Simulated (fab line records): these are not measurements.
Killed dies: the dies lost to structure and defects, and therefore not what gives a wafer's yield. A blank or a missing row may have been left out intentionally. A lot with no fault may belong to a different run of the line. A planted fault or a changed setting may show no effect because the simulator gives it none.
The tool behind it: which one? ; flow rit-cmos ; Sampling: 14 lots, 42 wafers, 2 of 202 route steps

== WHAT THE GAUGES SHOWED, per wafer ==
RIT_PLDD_TW_MEAS_10. Usual: for PLDD_TW the level is 2348 and the standard deviation is 31.
lot;measured;on;PLDD_TW;flag
L626;day 3 00:54;film-metro-03;2378 2384 2382;
L630;day 3 16:14;film-metro-04;2327 2308 2310;
L631;day 3 21:10;film-metro-04;2311 2297 2314;
L632;day 4 01:32;film-metro-04;2318 2319 2306;
L633;day 4 11:55;film-metro-01;2391 2379 2386;
L635;day 4 17:25;film-metro-01;30 31 31;OFF
L636;day 4 21:00;film-metro-04;30 30 30;OFF
L639;day 5 13:46;film-metro-04;2321 2324 2308;
L641;day 6 02:49;film-metro-01;2386 2386 2388;
L642;day 6 10:01;film-metro-04;2330 2329 2317;
L646;day 7 07:32;film-metro-01;2387 2397 2394;
L647;day 7 12:47;film-metro-03;2362 2365 2365;
L648;day 7 17:26;film-metro-03;2365 2353 2360;
L649;day 8 01:06;film-metro-01;2371 2356 2364;

== WHAT TOOL EACH LOT RAN ON (gives the tool, then ch and the chambers of the sampled wafers, and finally the start) ==
lot;RIT_NLDD_STRIP_09
L626;plasma-asher-02 ch 0,1, day 2 23:17
L630;plasma-asher-03 ch 0, day 3 14:35
L631;plasma-asher-03 ch 0,1, day 3 19:34
L632;plasma-asher-01 ch 1, day 3 23:52
L633;plasma-asher-01 ch 0,1, day 4 10:18
L635;plasma-asher-01 ch 0, day 4 15:49
L636;plasma-asher-03 ch 0,1, day 4 19:25
L639;plasma-asher-03 ch 0,1, day 5 12:10
L641;plasma-asher-03 ch 0,1, day 6 01:13
L642;plasma-asher-03 ch 0,1, day 6 08:25
L646;plasma-asher-03 ch 0,1, day 7 05:48
L647;plasma-asher-03 ch 0,1, day 7 11:06
L648;plasma-asher-01 ch 0,1, day 7 15:50
L649;plasma-asher-02 ch 0,1, day 7 23:28
- RIT_NLDD_STRIP_09: strips in O2, time 180 s.

== WHAT THE TOOLS THEMSELVES READ (means of the sampled wafers that have a number; where no wafer has one, the mark that the record gives instead) ==
RIT_NLDD_STRIP_09. Usual: chamber-pressure-mTorr 4000 mTorr, standard deviation 3.5; drypump-motor-current-A 5.7 A, standard deviation 0.45.
lot;tool;chamber-pressure-mTorr (mTorr);drypump-motor-current-A (A);flag
L626;plasma-asher-02;4004;5.8;
L630;plasma-asher-03;4001;5.8;
L631;plasma-asher-03;4003;5.5;
L632;plasma-asher-01;3998;6.3;
L633;plasma-asher-01;4001;6.1;
L635;plasma-asher-01;-;-;OFF
L636;plasma-asher-03;-;-;OFF
L639;plasma-asher-03;3997;5.3;
L641;plasma-asher-03;4000;5.5;
L642;plasma-asher-03;4004;5.5;
L646;plasma-asher-03;4001;5.3;
L647;plasma-asher-03;4002;5.5;
L648;plasma-asher-01;4001;6.1;
L649;plasma-asher-02;4001;6.1;

== THE ANSWER, worked out from the rows above alone ==
Rule: lot off if the mean of its wafers having a number is beyond 3 standard deviations from the usual mean. Also off: a lot with no number at a reading for which 4 or more lots have one. Where the step has rows for the other lots, those lots are counted as sound. The gauges are gone through in route order, then the tools' own readings, and for those a lot's mean is taken as printed above. The first step at which some lot is off is used, and at that step the reading that is off furthest; a lot without a number counts as furthest.
Off: at RIT_PLDD_TW_MEAS_10 (PLDD_TW), L635, L636.
A tool fits if, at a process step before that reading, it ran every lot that is off, and no sound lot after the first of them. The gauges at RIT_PLDD_TW_MEAS_10 aren't tried: what is off there is off at RIT_NLDD_STRIP_09 too, on other tools, and a gauge's error can't cause that. Not one of the candidates tried fits.

== WHAT THE SIMULATOR PUT IN ==
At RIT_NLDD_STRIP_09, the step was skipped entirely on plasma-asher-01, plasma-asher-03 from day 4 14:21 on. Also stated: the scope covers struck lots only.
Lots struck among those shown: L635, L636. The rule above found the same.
